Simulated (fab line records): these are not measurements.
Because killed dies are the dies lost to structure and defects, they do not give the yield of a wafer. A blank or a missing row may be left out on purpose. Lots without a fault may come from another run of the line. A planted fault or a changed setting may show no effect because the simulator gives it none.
Which tool did it? | flow berkeley_cmos170 | Sampling: 12 lots, 36 wafers, 5 of 331 route steps

WHAT THE GAUGES SHOWED, per wafer
UCB170_PFIELD_OVL_MEAS_06. Usual: for PFIELD_OVL the level is 4 nm and the standard deviation is 6.1.
lot  | measured    | on         | PFIELD_OVL (nm) | flag
L560 | day 5 00:18 | overlay-01 | 4 0 5           |
L562 | day 5 17:21 | overlay-01 | 6 3 7           |
L561 | day 5 17:54 | overlay-01 | 8 -3 -1         |
L563 | day 6 00:25 | overlay-01 | -2 6 6          |
L565 | day 6 00:58 | overlay-02 | 4 -3 -4         |
L564 | day 6 00:59 | overlay-01 | 3 1 5           |
L568 | day 7 08:25 | overlay-02 | 13 7 12         |
L572 | day 7 14:00 | overlay-01 | 6 6 -6          |
L575 | day 7 18:08 | overlay-02 | 10 10 10        |
L577 | day 8 04:58 | overlay-01 | 1 -7 -3         |
L578 | day 8 05:14 | overlay-02 | 3 12 5          |
L582 | day 9 18:50 | overlay-01 | -2 6 3          |

UCB170_PVT_OVL_MEAS_06. Usual: for PVT_OVL the level is 4 nm and the standard deviation is 4.8.
lot  | measured     | on         | PVT_OVL (nm) | flag
L560 | day 6 04:56  | overlay-02 | 7 1 5        |
L562 | day 7 07:19  | overlay-02 | 1 6 4        |
L561 | day 7 08:08  | overlay-01 | 5 5 -1       |
L563 | day 7 15:08  | overlay-01 | 7 10 5       |
L565 | day 7 15:17  | overlay-02 | 14 1 0       |
L564 | day 7 14:25  | overlay-01 | 10 -1 2      |
L568 | day 9 08:48  | overlay-02 | -5 3 1       |
L572 | day 9 08:31  | overlay-02 | 2 6 12       |
L575 | day 9 09:19  | overlay-02 | -10 4 -1     |
L577 | day 10 01:31 | overlay-02 | 1 4 6        |
L578 | day 10 01:27 | overlay-01 | 6 4 1        |
L582 | day 11 08:37 | overlay-01 | 9 5 10       |

UCB170_SDANNEAL_RS_MEAS_05: measurement is done with a four-point probe. Usual: for NLDD_RS the level is 615.9 ohm/sq and the standard deviation is 1.7.
lot  | measured     | on            | NLDD_RS (ohm/sq)  | flag
L560 | day 7 20:21  | film_metro-03 | 616.9 616.1 615.6 |
L562 | day 8 11:55  | film_metro-02 | 613.6 615.3 614.9 |
L561 | day 8 12:15  | film_metro-03 | 613.6 613.9 613.7 |
L563 | day 8 20:56  | film_metro-02 | 616.7 618.3 617.4 |
L565 | day 8 20:44  | film_metro-04 | 614.3 615.4 616.7 |
L564 | day 8 21:08  | film_metro-03 | 614.6 614.0 614.7 |
L568 | day 10 17:05 | film_metro-04 | 627.7 627.5 628.4 | OFF
L572 | day 10 17:40 | film_metro-04 | 627.1 625.6 626.3 | OFF
L575 | day 10 18:09 | film_metro-04 | 618.0 618.5 617.0 |
L577 | day 11 15:34 | film_metro-03 | 615.3 616.0 617.6 |
L578 | day 11 14:53 | film_metro-04 | 618.7 618.3 618.5 |
L582 | day 12 17:17 | film_metro-04 | 616.0 616.9 618.0 |

UCB170_V2_OVL_MEAS_13. Usual: for V2_OVL the level is -1 nm and the standard deviation is 5.3.
lot  | measured     | on         | V2_OVL (nm) | flag
L560 | day 8 16:04  | overlay-01 | -5 -2 2     |
L562 | day 9 03:41  | overlay-01 | -10 -11 -9  |
L561 | day 9 06:43  | overlay-01 | -4 4 5      |
L563 | day 9 14:39  | overlay-01 | -5 -6 -3    |
L565 | day 9 13:34  | overlay-01 | -4 -6 -4    |
L564 | day 9 16:37  | overlay-02 | -5 -4 -4    |
L568 | day 11 16:09 | overlay-01 | 5 0 3       |
L572 | day 11 17:25 | overlay-01 | -9 -3 -6    |
L575 | day 11 17:49 | overlay-01 | 0 3 2       |
L577 | day 12 09:58 | overlay-02 | -13 -16 -6  |
L578 | day 12 09:41 | overlay-02 | 5 -7 -3     |
L582 | day 13 11:02 | overlay-01 | 3 7 8       |

TOOL THAT RAN EACH LOT (tool first, then ch and the chambers of the sampled wafers, then the start)
lot  | UCB170_NLDD_IMPLANT_09
L560 | implanter-03 ch 0, day 7 09:46
L562 | implanter-04 ch 0, day 7 23:55
L561 | implanter-02 ch 0, day 7 23:28
L563 | implanter-03 ch 0, day 8 09:34
L565 | implanter-02 ch 0, day 8 09:10
L564 | implanter-04 ch 0, day 8 09:52
L568 | implanter-04 ch 0, day 10 04:01
L572 | implanter-04 ch 0, day 10 04:21
L575 | implanter-02 ch 0, day 10 04:37
L577 | implanter-03 ch 0, day 11 00:02
L578 | implanter-02 ch 0, day 10 23:31
L582 | implanter-02 ch 0, day 12 04:17
- UCB170_NLDD_IMPLANT_09

WHAT THE TOOLS THEMSELVES READ (means of the sampled wafers that have a number; where no wafer has one, the mark that the record gives instead)
UCB170_NLDD_IMPLANT_09. Usual: dose_ions_cm2 reads 5e+13 (standard deviation 5.2e+10).
lot  | tool         | dose_ions_cm2 | flag
L560 | implanter-03 | 5e+13         |
L562 | implanter-04 | 5e+13         |
L561 | implanter-02 | 5e+13         |
L563 | implanter-03 | 5e+13         |
L565 | implanter-02 | 5e+13         |
L564 | implanter-04 | 5e+13         |
L568 | implanter-04 | 5e+13         |
L572 | implanter-04 | 5e+13         |
L575 | implanter-02 | 5e+13         |
L577 | implanter-03 | 5e+13         |
L578 | implanter-02 | 5e+13         |
L582 | implanter-02 | 5e+13         |

THE ANSWER, worked out from the rows above alone
Rule: lot off if the mean of its wafers having a number is beyond 3 standard deviations from the usual mean. A lot without any number at a reading at which 4 lots or more have one is off too. All remaining lots with rows at the step are treated as sound. First the gauges in route order, then the tools' own readings, where a lot's mean is used as printed above. The first step at which some lot is off is used, and at that step the reading that is off furthest; a lot without a number counts as furthest.
Off: L568, L572, at UCB170_SDANNEAL_RS_MEAS_05 (NLDD_RS).
A tool fits if, at a process step before that reading, it ran every lot that is off, and no sound lot after the first of them. Gauges at UCB170_SDANNEAL_RS_MEAS_05: tried the same way as those tools. One fits: UCB170_NLDD_IMPLANT_09 on implanter-04. Its last sound lot is L564 (day 8 09:52), its first lot that is off L568 (day 10 04:01): a fault that began between those two fits.

WHAT HAD BEEN PUT IN BY THE SIMULATOR
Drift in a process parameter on implanter-04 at UCB170_NLDD_IMPLANT_09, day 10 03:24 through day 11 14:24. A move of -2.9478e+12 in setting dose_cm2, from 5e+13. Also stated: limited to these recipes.
Struck lots among those shown: L568, L572. This agrees with what the rule above found.
